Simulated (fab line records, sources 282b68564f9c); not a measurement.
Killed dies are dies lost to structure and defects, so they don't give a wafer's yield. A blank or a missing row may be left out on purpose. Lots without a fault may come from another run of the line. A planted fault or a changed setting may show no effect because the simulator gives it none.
Split-lot experiment | flow rit_cmos | 5 lots, 27 wafers read, on a route of 202 steps

THE SPLIT
At RIT_FOX1_OXIDATION_00 (target thk 350.7 nm, ox time 1130 s), the setting ox_time_s was moved away from the recipe's 1130 s on 24 of the 27 wafers read, by -52.4% to +56.9%. The other wafers ran this setting at the recipe's value.

The file shows no step between the split and the reading.

THE READING
FOX1_OXIDE_THK, in nm, at RIT_FOX1_THK_MEAS_01. Fault-free wafers of this fab line usually give 350 nm, standard deviation 6.6 nm.

wafer  | tool, chamber at the split | ox_time_s as run, s | against the recipe | FOX1_OXIDE_THK, nm | against lot-mates on the recipe
L076.1 | -, -                       | 538.3               | -52.4%             | 208                | no lot-mate on the recipe
L076.2 | -, -                       | 538.3               | -52.4%             | 206                | no lot-mate on the recipe
L076.3 | -, -                       | 538.3               | -52.4%             | 209                | no lot-mate on the recipe
L076.4 | -, -                       | 538.3               | -52.4%             | 207                | no lot-mate on the recipe
L076.5 | -, -                       | 538.3               | -52.4%             | 214                | no lot-mate on the recipe
L076.6 | -, -                       | 538.3               | -52.4%             | 214                | no lot-mate on the recipe
L079.1 | -, -                       | 1773                | +56.9%             | 460                | no lot-mate on the recipe
L079.2 | -, -                       | 1773                | +56.9%             | 457                | no lot-mate on the recipe
L079.3 | -, -                       | 1773                | +56.9%             | 458                | no lot-mate on the recipe
L079.4 | -, -                       | 1773                | +56.9%             | 456                | no lot-mate on the recipe
L079.5 | -, -                       | 1773                | +56.9%             | 455                | no lot-mate on the recipe
L079.6 | -, -                       | 1773                | +56.9%             | 458                | no lot-mate on the recipe
L082.1 | -, -                       | 701.4               | -37.9%             | 261                | no lot-mate on the recipe
L082.2 | -, -                       | 701.4               | -37.9%             | 259                | no lot-mate on the recipe
L082.3 | -, -                       | 701.4               | -37.9%             | 256                | no lot-mate on the recipe
L082.4 | -, -                       | 701.4               | -37.9%             | 256                | no lot-mate on the recipe
L082.5 | -, -                       | 701.4               | -37.9%             | 263                | no lot-mate on the recipe
L082.6 | -, -                       | 701.4               | -37.9%             | 258                | no lot-mate on the recipe
L083.1 | furnace-03, 0              | 1130                | recipe             | 342                | -
L083.3 | furnace-03, 0              | 1130                | recipe             | 345                | -
L083.4 | furnace-03, 0              | 1130                | recipe             | 345                | -
L085.1 | -, -                       | 865.8               | -23.4%             | 309                | no lot-mate on the recipe
L085.2 | -, -                       | 865.8               | -23.4%             | 314                | no lot-mate on the recipe
L085.3 | -, -                       | 865.8               | -23.4%             | 311                | no lot-mate on the recipe
L085.4 | -, -                       | 865.8               | -23.4%             | 310                | no lot-mate on the recipe
L085.5 | -, -                       | 865.8               | -23.4%             | 312                | no lot-mate on the recipe
L085.6 | -, -                       | 865.8               | -23.4%             | 310                | no lot-mate on the recipe

THE FIT
A straight line over all 27 wafers: FOX1_OXIDE_THK changes by +2.17 nm for each +1% of ox_time_s; r = +0.99; the points scatter about the line by 14 nm.
Too few moved wafers have a lot-mate on the recipe to fit a line with each lot's own level taken away.

THE WHOLE CHAIN: every reading that the file lists as answering this split, in the file's order
step                  | what it does                        | reading                                                                           | change (the file's fit)              | r (the file's)
RIT_FOX1_OXIDATION_00 | target thk 350.7 nm, ox time 1130 s | SiO2_of_FOX1_OXIDATION_00.thk_nm (the simulator's own value, which no gauge read) | +2.17 nm for each +1% of the setting | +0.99
RIT_FOX1_THK_MEAS_01  |                                     | FOX1_OXIDE_THK                                                                    | +2.17 for each +1% of the setting    | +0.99

THE FILE'S OWN FIT
FOX1_OXIDE_THK changes by +2.17 nm for each +1% of ox_time_s, r = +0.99.
